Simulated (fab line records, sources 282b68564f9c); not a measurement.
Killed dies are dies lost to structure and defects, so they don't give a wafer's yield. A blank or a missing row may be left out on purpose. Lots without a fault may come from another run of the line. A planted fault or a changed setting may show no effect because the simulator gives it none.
One fault seen from 2 desks | flow rit_cmos | each desk has only its own numbers; what lay behind them comes last

THE TOOL OWNER'S DESK: furnace-04
The tool's own readings at RIT_WELLDRIVE_ANNEAL_00 (time 14700 s): means of the sampled wafers that have a number, for each lot that ran on this tool. A lot is out of limits, marked OUT, if its mean lies more than 4 standard deviations from the usual mean; the brackets give that distance.
Columns: A = spike_tc_centre_C at RIT_WELLDRIVE_ANNEAL_00, usual 1103.1 C; B = spike_tc_load_C at RIT_WELLDRIVE_ANNEAL_00, usual 1127.6 C; C = tube_center_temp_C at RIT_WELLDRIVE_ANNEAL_00, usual 1100.0 C; D = tube_center_temp_C_max at RIT_WELLDRIVE_ANNEAL_00, usual 1102.9; E = zone_power_load_pct at RIT_WELLDRIVE_ANNEAL_00, usual 41 %; F = zone_power_source_pct at RIT_WELLDRIVE_ANNEAL_00, usual 43 %
lot  | first seen here | A                 | B                 | C                | D                | E  | F
L467 | day 2 04:26     | 1103.1            | 1128.9            | 1100.1           | 1102.6           | 36 | 39
L470 | day 2 18:39     | 1103.9            | 1128.9            | 1100.1           | 1102.6           | 36 | 39
L472 | day 3 05:17     | 1103.8            | 1128.5            | 1100.0           | 1103.0           | 36 | 39
L474 | day 3 16:02     | 1103.9            | 1128.7            | 1100.1           | 1103.2           | 36 | 39
L475 | day 3 23:31     | 1096.1 (-6.4) OUT | 1121.1 (-4.1) OUT | 1092.0 (-73) OUT | 1095.0 (-18) OUT | 35 | 39
L477 | day 4 08:36     | 1094.6 (-7.7) OUT | 1121.3            | 1092.1 (-72) OUT | 1095.0 (-18) OUT | 35 | 39
This desk's finding: out of limits on L475, L477; first on L475, day 3 23:31 (spike_tc_centre_C at RIT_WELLDRIVE_ANNEAL_00). In limits: L467, L470, L472, L474.

THE METROLOGY DESK
What the gauges read, lot by lot, whatever tool the lot ran on: means of the sampled wafers that have a number. A lot is out of limits, marked OUT, if its mean lies more than 4 standard deviations from the usual mean; the brackets give that distance.
Columns: A = NWELL_RS at RIT_WELLDRIVE_RS_MEAS_01, usual 275.6 ohm/sq; B = PWELL_RS at RIT_WELLDRIVE_RS_MEAS_02, usual 429.3 ohm/sq
lot  | first seen here | A               | B
L466 | day 2 05:06     | 276.1           | 427.7
L467 | day 2 09:32     | 276.9           | 431.0
L468 | day 2 14:04     | 276.6           | 428.8
L469 | day 2 19:07     | 276.2           | 431.0
L470 | day 2 23:45     | 275.1           | 428.7
L471 | day 3 05:15     | 274.8           | 429.3
L472 | day 3 10:24     | 275.0           | 428.0
L473 | day 3 16:10     | 275.9           | 431.1
L474 | day 3 21:09     | 275.6           | 428.6
L475 | day 4 04:36     | 284.1 (+12) OUT | 437.7 (+7.0) OUT
L476 | day 4 09:13     | 275.6           | 429.2
L477 | day 4 13:42     | 284.7 (+13) OUT | 437.0 (+6.4) OUT
L489 | day 6 23:28     | 274.5           | 428.0
This desk's finding: out of limits on L475, L477; first on L475, day 4 04:36 (NWELL_RS at RIT_WELLDRIVE_RS_MEAS_01). In limits: L466, L467, L468, L469, L470, L471, L472, L473, L474, L476, L489.

PUT TOGETHER
The tool owner's desk could have raised an alarm at day 3 23:31, on L475, L477.
The metrology desk could have raised an alarm at day 4 04:36, on L475, L477.
Of the lots named, all ran RIT_WELLDRIVE_ANNEAL_00 on furnace-04.

WHAT THE SIMULATOR HAD PUT IN
Process parameter drift: furnace-04, from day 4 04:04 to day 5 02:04, at RIT_WELLDRIVE_ANNEAL_00. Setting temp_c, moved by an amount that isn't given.
Lots struck among those shown: L475, L477.
